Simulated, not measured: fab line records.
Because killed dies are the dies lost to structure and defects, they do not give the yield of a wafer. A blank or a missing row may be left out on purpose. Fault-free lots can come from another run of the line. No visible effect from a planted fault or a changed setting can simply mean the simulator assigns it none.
A lot that was struck, set against a sound lot -- flow ritCmos -- 15 out of 202 route steps
Sound: these wafers, L997.1, L997.5, L997.6. Wafers struck: L115.1, L115.3, L115.6. At the end, the cause is stated.
For every step that has rows: the tool of each side, followed by ch and its chambers, followed by its first start. Under that, the readings that differ: sound wafers -- struck wafers -- difference of the means -- sigmas: that difference in standard deviations of wafers without a fault.
alike: words and numbers the same on both sides, and readings whose means are apart by under 2 such deviations; not compared: readings that were withheld, readings missing a value for some wafer, numbers with overlapping values and no deviation given by the record, and bounds like >300 which may hide the same value.
The two part at a step that has a row with sigmas, a row that says differs or no value, or rows on one side only. Non-overlapping numbers with no deviation appear without sigmas and do not part them. Lack of a reading on every wafer of one side parts them only where that side has two or more wafers.

RIT_M1_SPUTTER_00: material Al, target thk 400 nm, time 500 s.
  sound: pvdSputter-01 at day 3 06:05; struck: pvdSputter-02 at day 6 23:44
  alike: cathodeDcPowerW, throttleValvePct
RIT_M1_RS_MEAS_01: a four-point-probe measurement.
  sound: filmMetro-01 at day 3 06:23; struck: filmMetro-03 at day 7 00:02
  alike: M1_AL_RS
RIT_M1_THK_MEAS_02: measures by xrf.
  sound: filmMetro-01 at day 3 06:30; struck: filmMetro-03 at day 7 00:09
  alike: M1_AL_THK
then, 6 steps without rows for these wafers: RIT_M1_HMDS_03 (prime time 60 s); RIT_M1_COAT_04 (resist thk 1300 nm); RIT_M1_SOFTBAKE_05 (time 60 s); RIT_M1_EXPOSE_06 (exposes mask M12, target cd 2600 nm); RIT_M1_PEB_07; RIT_M1_DEVELOP_08 (develop time 68 s).
RIT_M1_CD_MEAS_09 targets a cd of 2600 nm.
  sound: cdSem-02 at day 3 07:37; struck: cdSem-02 at day 7 01:05
  alike: cdNm
RIT_M1_OVL_MEAS_10:
  sound: overlay-01 at day 3 07:44; struck: overlay-01 at day 7 01:13
  alike: M1_OVL
then, 1 step without rows for these wafers: RIT_M1_HARDBAKE_11 (time 120 s).
RIT_M1_METAL_ETCH_12: etches Al in Cl2/BCl3, stops on SiO2, time 165 s, target depth 600 nm.
  sound on rieMetal-03 ch 0,1, day 3 08:01; struck on rieMetal-03 ch 1, day 7 01:29
reading,sound,struck,difference,sigmas
oesProductAu (a.u.),0.806 0.790 0.808,0.837 0.834 0.839,+0.035,+2
overEtchFrac,0.5 0.5 0.5,0.36135 0.36135 0.36135,-0.13865,
model.NOVOLAK_of_M1_COAT_04.thkNm (nm),808.9 814.1 811.3,840.6 839.4 838.9,+28.2,
  alike: drypumpMotorCurrentA, throttleValvePct
  not compared: rfHoursCounterH
then, 2 steps without rows for these wafers: RIT_M1_STRIP_13 (strips in nmp, time 600 s); RIT_M1_PROBE_99.

## WHERE THEY PART
Only at RIT_M1_METAL_ETCH_12, as far as this record shows.

WHY: what the simulator had put in
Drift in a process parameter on rieMetal-03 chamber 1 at RIT_M1_METAL_ETCH_12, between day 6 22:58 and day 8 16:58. Setting overEtchFrac, moved by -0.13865, from 0.5.
